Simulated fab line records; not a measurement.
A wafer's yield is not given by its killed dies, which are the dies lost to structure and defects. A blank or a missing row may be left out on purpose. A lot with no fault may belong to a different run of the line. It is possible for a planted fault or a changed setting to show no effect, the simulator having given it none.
Split-lot trial | flow berkeley-cmos170 | route with 331 steps; 5 lots, 23 wafers read

== ON THE SPLIT ==
At UCB170_PFIELD_IMPLANT_07, the setting energy-kev was moved away from the recipe's 80 on 5 of the 23 wafers read, by -3.8% to -3.0%. This setting was run at the recipe's value on the other wafers.

The reading is taken at the split's own step.

== THE READING ==
implant.drp-nm (the simulator's own value, which no gauge read), in nm, at UCB170_PFIELD_IMPLANT_07. The file does not state a usual value for it.

wafer  | tool, chamber at the split | energy-kev as run | against the recipe | implant.drp-nm, nm | against lot-mates on the recipe
L080.1 | implanter-02, 0            | 76.94             | -3.8%              | 73.45              | -1.41
L080.2 | implanter-02, 0            | 76.94             | -3.8%              | 73.45              | -1.41
L080.3 | implanter-02, 0            | 76.94             | -3.8%              | 73.45              | -1.41
L080.4 | implanter-02, 0            | 80                | recipe             | 74.86              | -
L080.6 | implanter-02, 0            | 80                | recipe             | 74.86              | -
L076.1 | implanter-02, 0            | 80                | recipe             | 74.86              | -
L076.2 | implanter-02, 0            | 80                | recipe             | 74.86              | -
L076.6 | implanter-02, 0            | 80                | recipe             | 74.86              | -
L076.3 | implanter-02, 0            | 77.62             | -3.0%              | 73.77              | -1.09
L076.4 | implanter-02, 0            | 77.62             | -3.0%              | 73.77              | -1.09
L078.1 | implanter-04, 0            | 80                | recipe             | 74.86              | -
L078.2 | implanter-04, 0            | 80                | recipe             | 74.86              | -
L078.3 | implanter-04, 0            | 80                | recipe             | 74.86              | -
L078.5 | implanter-04, 0            | 80                | recipe             | 74.86              | -
L078.6 | implanter-04, 0            | 80                | recipe             | 74.86              | -
L085.1 | implanter-02, 0            | 80                | recipe             | 74.86              | -
L085.2 | implanter-02, 0            | 80                | recipe             | 74.86              | -
L085.6 | implanter-02, 0            | 80                | recipe             | 74.86              | -
L084.1 | implanter-04, 0            | 80                | recipe             | 74.86              | -
L084.2 | implanter-04, 0            | 80                | recipe             | 74.86              | -
L084.3 | implanter-04, 0            | 80                | recipe             | 74.86              | -
L084.4 | implanter-04, 0            | 80                | recipe             | 74.86              | -
L084.6 | implanter-04, 0            | 80                | recipe             | 74.86              | -

THE FIT
A straight line over all 23 wafers: implant.drp-nm changes by +0.368 nm for each +1% of energy-kev; r = +1.00; the points scatter about the line by 0.0017 nm.
The same after taking each lot's own level away (the mean of its wafers on the recipe; 23 wafers): +0.368 nm for each +1%; r = +1.00; scatter 0.0017 nm.
According to that fit, moving energy-kev by its largest amount changes the reading by 1.4 nm.
The lots' own levels span 74.860 to 74.860 nm.
So the lot-to-lot level changes the slope little: the two slopes agree.
Check: for one of the wafers moved furthest among these (-3.8%), held out of the fit, the line's prediction against its lot-mates is -1.41 nm. It came out at -1.41 nm against them.

== ADDITIONAL SPLITS CARRIED BY THESE WAFERS ==
Other splits were also applied to these wafers ahead of the reading. Each is held against what the fit with the lots' levels taken away leaves over:
other split on the same wafers          | wafers away from the commonest value | r with implant.drp-nm (lot level and that fit taken away)
UCB170_START_OXIDATION_02 ox-time-s     | 15                                   | +0.55
UCB170_NWELL_CVD_04 temp-c              | 10                                   | +0.59
UCB170_WELLDRIVE_OXIDATION_01 temp-c    | 15                                   | -0.59
UCB170_ACTIVE_COAT_08 spin-rpm          | 6                                    | +0.26
UCB170_ACTIVE_DEVELOP_12 develop-time-s | 6                                    | -0.33

== THE WHOLE CHAIN: every reading that the file lists as answering this split, in the file's order ==
step                     | what it does | reading                                                         | change (the file's fit)               | r (the file's)
UCB170_PFIELD_IMPLANT_07 |              | implant.rp-nm (the simulator's own value, which no gauge read)  | +2.13 nm for each +1% of the setting  | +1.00
UCB170_PFIELD_IMPLANT_07 |              | implant.drp-nm (the simulator's own value, which no gauge read) | +0.367 nm for each +1% of the setting | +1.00

== FILE'S OWN FIT ==
implant.drp-nm changes by +0.367 nm for each +1% of energy-kev, r = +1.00.
